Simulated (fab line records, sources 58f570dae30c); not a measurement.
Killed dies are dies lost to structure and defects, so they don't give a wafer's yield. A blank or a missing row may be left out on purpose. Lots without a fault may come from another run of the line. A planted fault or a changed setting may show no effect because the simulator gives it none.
Split-lot experiment | flow berkeley_cmos170 | 5 lots, 23 wafers read, on a route of 331 steps

THE SPLIT
At UCB170_V2_ETCH_14 (etches SiO2 in CHF3/CF4/Ar, stops on Al, target depth 1250 nm, time 291 s), the setting time_s was moved away from the recipe's 291 s on 7 of the 23 wafers read, by -14.9% to +12.1%. The other wafers ran this setting at the recipe's value.

The reading is taken at the split's own step.

THE READING
KrF_of_V2_COAT_07.thk_nm (the simulator's own value, which no gauge read), in nm, at UCB170_V2_ETCH_14 (etches SiO2 in CHF3/CF4/Ar, stops on Al, target depth 1250 nm, time 291 s). The file gives no usual value for it. The 16 wafers here that ran the recipe average 614.4 nm, standard deviation 3.2 nm.

wafer  | tool, chamber at the split | time_s as run, s | against the recipe | KrF_of_V2_COAT_07.thk_nm, nm | against lot-mates on the recipe
L075.1 | rie_diel-04, 2             | 326.1            | +12.1%             | 576.6                        | -33.9
L075.2 | rie_diel-04, 3             | 291              | recipe             | 613                          | -
L075.3 | rie_diel-04, 0             | 326.1            | +12.1%             | 578.1                        | -32.4
L075.5 | rie_diel-04, 2             | 291              | recipe             | 607.1                        | -
L075.6 | rie_diel-04, 0             | 291              | recipe             | 611.4                        | -
L074.1 | rie_diel-03, 3             | 291              | recipe             | 616                          | -
L074.3 | rie_diel-03, 0             | 291              | recipe             | 617.7                        | -
L074.6 | rie_diel-03, 0             | 291              | recipe             | 617.1                        | -
L080.1 | rie_diel-04, 0             | 291              | recipe             | 612.7                        | -
L080.2 | rie_diel-04, 1             | 247.7            | -14.9%             | 656.3                        | +41.7
L080.3 | rie_diel-04, 2             | 247.7            | -14.9%             | 649.4                        | +34.8
L080.4 | rie_diel-04, 0             | 291              | recipe             | 616.5                        | -
L080.6 | rie_diel-04, 1             | 247.7            | -14.9%             | 654                          | +39.4
L082.1 | rie_diel-01, 1             | 291              | recipe             | 612.6                        | -
L082.2 | rie_diel-01, 0             | 291              | recipe             | 619.5                        | -
L082.3 | rie_diel-01, 2             | 291              | recipe             | 619.4                        | -
L082.4 | rie_diel-01, 3             | 291              | recipe             | 612.5                        | -
L082.6 | rie_diel-01, 2             | 291              | recipe             | 616.4                        | -
L081.1 | rie_diel-03, 2             | 291              | recipe             | 611.7                        | -
L081.2 | rie_diel-03, 3             | 291              | recipe             | 611.8                        | -
L081.3 | rie_diel-03, 1             | 267.4            | -8.1%              | 630                          | +17.3
L081.4 | rie_diel-03, 0             | 291              | recipe             | 614.5                        | -
L081.5 | rie_diel-03, 1             | 267.4            | -8.1%              | 629.9                        | +17.2

THE FIT
A straight line over all 23 wafers: KrF_of_V2_COAT_07.thk_nm changes by -2.69 nm for each +1% of time_s; r = -0.98; the points scatter about the line by 3.7 nm.
The same after taking each lot's own level away (the mean of its wafers on the recipe; 23 wafers): -2.6 nm for each +1%; r = -0.99; scatter 2.5 nm.
On that fit, the largest move of time_s shifts the reading by 39 nm.
The lots' own levels span 610.50 to 616.93 nm, that is 2.0 times the standard deviation above.
So the lot-to-lot level changes the slope little: the two slopes agree.
Check: with one of the wafers moved furthest among these (-14.9%) left out of the fit, the line predicts +37.2 nm for it against its lot-mates. It came out at +41.7 nm against them.

OTHER SPLITS ON THESE WAFERS
These wafers also went through other splits before the reading. Each is held against what the fit with the lots' levels taken away leaves over:
other split on the same wafers       | wafers away from the commonest value | r with KrF_of_V2_COAT_07.thk_nm (lot level and that fit taken away)
UCB170_SILICIDE_SPUTTER_01 time_s    | 9                                    | +0.13
UCB170_CONTACT_COAT_04 resist_thk_nm | 7                                    | -0.02
UCB170_CONTACT_ETCH_18 time_s        | 8                                    | -0.26
UCB170_M1_COAT_04 resist_thk_nm      | 8                                    | +0.23
UCB170_M1_METAL_ETCH_12 time_s       | 6                                    | +0.27
UCB170_M2_STRIP_07 o2_flow_sccm      | 7                                    | +0.05
UCB170_V2_CVD_00 time_s              | 9                                    | -0.02
UCB170_V2_PEB_10 peb_temp_c          | 9                                    | +0.04

THE WHOLE CHAIN: every reading that the file lists as answering this split, in the file's order
step               | what it does                                                              | reading                                                                   | change (the file's fit)              | r (the file's)
UCB170_V2_ETCH_14  | etches SiO2 in CHF3/CF4/Ar, stops on Al, target depth 1250 nm, time 291 s | KrF_of_V2_COAT_07.thk_nm (the simulator's own value, which no gauge read) | -2.58 nm for each +1% of the setting | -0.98
UCB170_V2_STRIP_15 | strips in O2                                                              | strip_time_to_endpoint_s                                                  | withheld for each +1% of the setting | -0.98

THE FILE'S OWN FIT
KrF_of_V2_COAT_07.thk_nm changes by -2.58 nm for each +1% of time_s, r = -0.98.
